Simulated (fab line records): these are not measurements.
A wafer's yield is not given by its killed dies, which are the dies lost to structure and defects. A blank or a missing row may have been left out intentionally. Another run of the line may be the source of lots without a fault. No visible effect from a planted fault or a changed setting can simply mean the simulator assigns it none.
fab line records	flow berkeley_cmos170
[record] lots = 7	wafers = 21	last_day = 12
route steps=331 shown M2@278
lots untouched by any fault: they come from a run of this same line in which no faults occurred
start_h: the number of hours between the record's first day and the start of the first shown wafer of the lot	wait_h: hours elapsed since this lot's preceding step	" repeats the value in the row above	L1.1+2: one row covering several wafers at once	- value missing, or start not given	* or withheld: withheld	< > ~ a bound
route shown NAME@n: NAME is a module with steps in the file, n the number in the route of the first one	usual: mean/standard deviation taken from wafers without a fault	same: alike in all rows	chamber/n: place in a boat	sites: each site's reading	_std_site: standard deviation of those values	_edge_site: inner sites' mean taken away from outer sites' mean	radius_mm: how far each site lies from the wafer's centre	mask NAME#n: copy n	behind: the most recent tool/chamber to have shaped the wafer	hold: the reason the lot was held/the length of the hold in hours/how it ended	device: names the non-switching transistor (n, p or np)	end of line: tests run on the same wafers once the route is complete	step lacking rows: just its recipe	killed: the dies lost at the first sort to structure and to defects; this is not the yield of the wafer	map: the dies of a wafer, with x for killed, . for not killed, _ for no die there
set.NAME: the setting the step ran with; set.NAME@STEP: the setting that earlier step ran with	model.NAME: the simulator's own value behind a step, which no gauge read
lots seen at some steps along the route; tables by step, rows by wafer
services: from which hour (start_h, from the record's first day; less than 0 if before it) a tool's chamber was out of use, for how many hours, and why
[[steps]]
[step UCB170_M2_STRIP_07]
[recipe] chemistry = O2	power_w = 400	pressure_mtorr = 3500	platen_temp_c = withheld	o2_flow_sccm = 400	overash_fraction = 0.5
[usual] chamber_pressure_mTorr = 3500/3.6	drypump_motor_current_A = 5.6/0.32	oes_product_au = 0.735/0.0043	strip_time_to_endpoint_s = 21.93/0.065
lot.wafer	tool	chamber	start_h	wait_h	chamber_pressure_mTorr	drypump_motor_current_A	oes_product_au	rf_hours_counter_h	strip_time_to_endpoint_s
L561.2	plasma_asher-02	1	206.44	0.1	3499	5.8	0.727	53	21.95
L561.3	"	0	"	"	3496	5.4	0.737	-	21.98
L561.4	"	1	"	"	3496	5.8	0.735	-	21.95
L560.1	plasma_asher-02	0	209.92	0.1	3497	5.4	0.739	53	21.90
L560.3	"	0	"	"	3497	5.4	0.727	-	21.84
L560.5	"	0	"	"	3499	5.4	0.739	-	21.81
L562.1	plasma_asher-02	1	223.62	0.1	3497	5.8	0.734	55	21.86
L562.2	"	0	"	"	3499	5.4	0.735	55	21.91
L562.3	"	0	"	"	3501	5.4	0.734	-	21.92
L564.1	plasma_asher-04	0	229.85	0.1	3496	6.2	0.739	51	21.87
L564.2	"	1	"	"	3504	5.5	0.736	51	21.94
L564.5	"	1	"	"	3499	5.5	0.731	-	21.98
L568.2	plasma_asher-02	0	240.69	0.1	3502	5.4	0.734	57	21.90
L568.3	"	1	"	"	3499	5.8	0.735	-	21.88
L568.4	"	0	"	"	3499	5.4	0.734	-	21.94
L572.2	plasma_asher-03	1	268.61	0.1	3497	5.1	0.732	18	21.90
L572.3	"	0	"	"	3523	5.5	0.728	-	21.92
L572.6	"	1	"	"	3500	5.1	0.738	-	21.90
L573.1	plasma_asher-02	0	269.05	0.1	3500	5.4	0.740	61	21.90
L573.5	"	0	"	"	3498	5.4	0.733	-	21.91
L573.6	"	1	"	"	3504	5.8	0.733	-	21.87
[step UCB170_M2_STRIP_08]
[recipe] chemistry = DMSO	temp_c = 80	time_s = 600	material = KrF
[step UCB170_M2_COAT_09]
[recipe] resist = BARC	temp_c = withheld	time_s = withheld	spin_rpm = 3000	resist_thk_nm = withheld
[step UCB170_M2_COAT_10]
[recipe] resist = KrF	spin_rpm = 1500	resist_thk_nm = 900
[step UCB170_M2_SOFTBAKE_11]
[recipe] resist = KrF	temp_c = 130	time_s = 60
[step UCB170_M2_EXPOSE_12]
[recipe] mask_id = METAL2	target_cd_nm = 700	na = 0.5	sigma_outer = 0.6	source_shape = conventional	dose_mj = 26
[step UCB170_M2_PEB_13]
[recipe] peb_temp_c = 130	peb_time_s = withheld	resist = KrF
[step UCB170_M2_DEVELOP_14]
[recipe] developer = TMAH	develop_time_s = 45	resist = KrF	dev_temp_c = 21
[step UCB170_M2_CD_MEAS_15]
[recipe] target_cd_nm = 700
[usual] cd_nm = 700.0/1.4
lot.wafer	tool	chamber	start_h	wait_h	cd_nm
L561.2	cd_sem-02	-	208.29	-	698.9
L561.3	"	-	"	"	698.4
L561.4	"	-	"	"	697.4
L560.1	cd_sem-01	-	211.11	-	701.5
L560.3	"	-	"	"	701.2
L560.5	"	-	"	"	702.1
L562.1	cd_sem-02	-	224.93	-	699.8
L562.2	"	-	"	"	699.3
L562.3	"	-	"	"	700.2
L564.1	cd_sem-01	-	231.12	-	702.9
L564.2	"	-	"	"	700.8
L564.5	"	-	"	"	702.6
L568.2	cd_sem-02	-	242.15	-	698.8
L568.3	"	-	"	"	699.5
L568.4	"	-	"	"	699.7
L572.2	cd_sem-02	-	270.08	-	702.7
L572.3	"	-	"	"	701.9
L572.6	"	-	"	"	702.7
L573.1	cd_sem-01	-	270.79	-	701.7
L573.5	"	-	"	"	702.7
L573.6	"	-	"	"	700.8
[step UCB170_M2_OVL_MEAS_16]
[usual] M2_OVL = -1/5.2
lot.wafer	tool	chamber	start_h	wait_h	M2_OVL[nm]
L561.2	overlay-01	-	208.40	0.1	3
L561.3	"	-	"	"	-6
L561.4	"	-	"	"	-3
L560.1	overlay-02	-	211.23	0.1	9
L560.3	"	-	"	"	9
L560.5	"	-	"	"	3
L562.1	overlay-01	-	225.05	0.1	-5
L562.2	"	-	"	"	-7
L562.3	"	-	"	"	-4
L564.1	overlay-02	-	231.24	0.1	-3
L564.2	"	-	"	"	-2
L564.5	"	-	"	"	-4
L568.2	overlay-02	-	242.25	0.1	-6
L568.3	"	-	"	"	5
L568.4	"	-	"	"	12
L572.2	overlay-01	-	270.19	0.1	0
L572.3	"	-	"	"	-9
L572.6	"	-	"	"	-1
L573.1	overlay-01	-	270.91	0.1	-2
L573.5	"	-	"	"	-6
L573.6	"	-	"	"	4
[step UCB170_M2_ETCH_17]
[recipe] chemistry = N2/H2	target_depth_a = withheld	overetch_a = withheld	target = BARC	time_s = withheld	source_w = 500	bias_w = 100	pressure_mtorr = 30	n2_flow_sccm = 100	h2_flow_sccm = 200
[usual] drypump_motor_current_A = 5.7/0.54	n2_flow_sccm = 100.0/0.3	oes_product_au = 0.996/0.023	throttle_valve_pct = 13.40/0.15
lot.wafer	tool	chamber	start_h	wait_h	drypump_motor_current_A	n2_flow_sccm	oes_product_au	throttle_valve_pct
L561.2	rie_diel-03	2	208.43	0.0	5.9	100.0	0.984	13.51
L561.3	"	1	"	"	5.7	99.6	0.986	13.37
L561.4	"	2	"	"	5.9	100.4	0.988	13.53
L560.1	rie_diel-04	2	211.26	0.0	4.9	100.5	0.999	13.63
L560.3	"	3	"	"	5.9	100.1	0.974	13.33
L560.5	"	2	"	"	5.0	100.7	0.987	13.65
L562.1	rie_diel-04	3	225.09	0.0	5.9	100.3	0.981	13.34
L562.2	"	2	"	"	5.0	99.7	0.996	13.63
L562.3	"	1	"	"	4.8	100.2	1.006	13.45
L564.1	rie_diel-04	3	231.28	0.0	5.9	99.8	0.967	13.34
L564.2	"	1	"	"	4.8	99.9	0.984	13.44
L564.5	"	3	"	"	5.9	99.6	0.974	13.33
L568.2	rie_diel-02	0	242.28	0.0	5.5	99.9	1.029	13.33
L568.3	"	1	"	"	6.4	99.7	1.017	13.02
L568.4	"	2	"	"	5.7	99.8	1.007	13.08
L572.2	rie_diel-03	1	270.22	0.0	5.7	99.6	0.990	13.38
L572.3	"	2	"	"	5.9	100.2	0.984	13.50
L572.6	"	3	"	"	6.6	100.3	0.974	13.41
L573.1	rie_diel-02	3	270.94	0.0	5.9	99.8	0.995	13.67
L573.5	"	0	"	"	5.5	99.9	1.029	13.32
L573.6	"	3	"	"	5.8	99.9	1.017	13.66
[step UCB170_M2_METAL_ETCH_18]
[recipe] chemistry = Cl2/BCl3	target = Al	stop_on = SiO2	pressure_mtorr = 12	target_depth_a = 11700	over_etch_frac = 0.3	time_s = 195	icp_w = 600	bias_w = 120	Cl2_flow_sccm = 90	bcl3_flow_sccm = 45
[usual] drypump_motor_current_A = 5.5/0.33	he_backside_leak_sccm = 3.37/0.18	oes_product_au = 0.853/0.018	throttle_valve_pct = 24.62/0.29
lot.wafer	tool	chamber	start_h	wait_h	drypump_motor_current_A	he_backside_leak_sccm	oes_product_au	rf_hours_counter_h	throttle_valve_pct
L561.2	rie_metal-04	1	208.47	-	5.1	3.34	0.830	5	24.45
L561.3	"	0	"	"	5.1	3.60	0.843	-	24.37
L561.4	"	1	"	"	5.0	3.35	0.841	-	24.45
L560.1	rie_metal-01	1	211.30	-	5.9	3.36	0.829	2	24.80
L560.3	"	1	"	"	5.9	3.54	0.838	-	24.82
L560.5	"	1	"	"	5.9	3.41	0.836	-	24.81
L562.1	rie_metal-02	0	225.13	-	5.8	3.69	0.868	8	24.67
L562.2	"	1	"	"	5.2	3.24	0.885	3	24.99
L562.3	"	1	"	"	5.2	3.16	0.871	-	25.00
L564.1	rie_metal-01	0	231.32	-	5.6	3.25	0.844	0	24.14
L564.2	"	1	"	"	5.9	3.39	0.843	3	24.81
L564.5	"	0	"	"	5.6	3.22	0.847	-	24.15
L568.2	rie_metal-04	1	242.32	-	5.0	3.31	0.827	7	24.44
L568.3	"	0	"	"	5.1	3.58	0.844	-	24.38
L568.4	"	1	"	"	5.0	3.25	0.835	-	24.46
L572.2	rie_metal-02	0	270.26	-	5.8	3.61	0.869	9	24.68
L572.3	"	1	"	"	5.3	3.19	0.887	-	25.00
L572.6	"	0	"	"	5.8	3.40	0.864	-	24.66
L573.1	rie_metal-04	1	270.99	-	5.0	3.20	0.829	7	24.47
L573.5	"	0	"	"	5.2	3.72	0.835	-	24.38
L573.6	"	1	"	"	5.1	3.20	0.830	-	24.46
[step UCB170_M2_STRIP_19]
[recipe] chemistry = O2	power_w = 400	pressure_mtorr = 3500	platen_temp_c = withheld	o2_flow_sccm = 400	overash_fraction = 0.5
[usual] chamber_pressure_mTorr = 3500.0/3	drypump_motor_current_A = 5.6/0.33	oes_product_au = 0.550/0.014
lot.wafer	tool	chamber	start_h	wait_h	chamber_pressure_mTorr	drypump_motor_current_A	oes_product_au	rf_hours_counter_h	model.KrF_of_M2_COAT_10.thk_nm
L561.2	plasma_asher-04	1	208.66	0.1	-	-	-	-	213.5
L561.3	"	0	"	"	-	-	-	-	231
L561.4	"	1	"	"	-	-	-	-	211.5
L560.1	plasma_asher-02	0	211.68	0.3	-	-	-	-	207.3
L560.3	"	0	"	"	-	-	-	-	209.2
L560.5	"	0	"	"	-	-	-	-	209
L562.1	plasma_asher-02	1	225.32	0.1	-	-	-	-	231.9
L562.2	"	0	"	"	-	-	-	-	219.9
L562.3	"	1	"	"	-	-	-	-	219.7
L564.1	plasma_asher-02	0	231.51	0.1	3496.5	5.4	0.535	56	0
L564.2	"	1	"	"	3502.0	5.8	0.535	56	0
L564.5	"	1	"	"	3501.2	5.8	0.534	-	0
L568.2	plasma_asher-02	1	242.51	0.1	3499.6	5.8	0.546	58	0
L568.3	"	0	"	"	3503.8	5.4	0.552	-	0
L568.4	"	1	"	"	3499.0	5.8	0.540	-	0
L572.2	plasma_asher-02	0	270.45	0.1	3500.1	5.4	0.567	61	0
L572.3	"	0	"	"	3499.0	5.4	0.557	-	0
L572.6	"	0	"	"	3499.0	5.4	0.575	-	0
L573.1	plasma_asher-02	1	271.17	0.1	3503.0	5.8	0.532	61	0
L573.5	"	1	"	"	3503.2	5.8	0.554	-	0
L573.6	"	0	"	"	3499.3	5.4	0.535	-	0
[step UCB170_M2_CD_MEAS_90]
[recipe] target_cd_nm = 700
[usual] cd_nm = 700/3.4
lot.wafer	tool	chamber	start_h	wait_h	cd_nm
L561.2	cd_sem-01	-	208.78	0.1	698
L561.3	"	-	"	"	699
L561.4	"	-	"	"	698
L560.1	cd_sem-01	-	211.78	0.1	703
L560.3	"	-	"	"	702
L560.5	"	-	"	"	703
L562.1	cd_sem-02	-	225.42	0.1	706
L562.2	"	-	"	"	701
L562.3	"	-	"	"	704
L564.1	cd_sem-01	-	231.61	0.1	701
L564.2	"	-	"	"	699
L564.5	"	-	"	"	701
L568.2	cd_sem-02	-	242.63	0.1	699
L568.3	"	-	"	"	700
L568.4	"	-	"	"	699
L572.2	cd_sem-01	-	270.57	0.1	708
L572.3	"	-	"	"	703
L572.6	"	-	"	"	706
L573.1	cd_sem-01	-	271.27	0.1	703
L573.5	"	-	"	"	699
L573.6	"	-	"	"	702
[[services]]
tool	chamber	start_h	hours	kind
rie_metal-01	0	190.19	-	clean
rie_metal-01	0	190.19	37.7	scheduled_down
rie_metal-01	0	190.19	37.7	vent_cycle
rie_diel-02	1	190.50	42.7	repair
plasma_asher-02	-	195.37	3.9	repair
rie_diel-03	3	202.07	-	clean
rie_diel-03	3	202.07	15.4	scheduled_down
rie_diel-03	3	202.07	15.4	vent_cycle
rie_diel-04	0	205.28	26.8	repair
rie_diel-02	3	233.41	6.3	repair
rie_metal-01	-	233.67	2.8	pm
rie_diel-02	1	266.15	3.7	repair
[[key]]
[first_sign] step = UCB170_M2_STRIP_19	reading = tool_record	direction = missing
effect none on later readings
[model_effect] step = UCB170_M2_STRIP_19	value = KrF_of_M2_COAT_10.thk_nm	without = 0	struck = 217
met_at UCB170_M2_STRIP_19
struck_wafers L560.1,L560.3,L560.5,L561.2,L561.3,L561.4,L562.1,L562.2,L562.3
later_rows_left_out L560.1,L560.3,L560.5,L561.2,L561.3,L561.4,L562.1,L562.2,L562.3
sort_left_out L560.1,L560.3,L560.5,L561.2,L561.3,L561.4,L562.1,L562.2,L562.3
[fault] kind = skipped_step_whole	tool = plasma_asher-02,plasma_asher-04	chamber = -	onset_h = 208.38	steps = UCB170_M2_STRIP_19	scope = struck_lots_only
// sort_left_out: the simulated sort isn't trusted on such a fault, so these wafers' sort isn't shown, and their yield isn't known
// later_rows_left_out: the simulator's readings of these wafers behind a module that went badly wrong aren't trusted and aren't shown, but for the sort
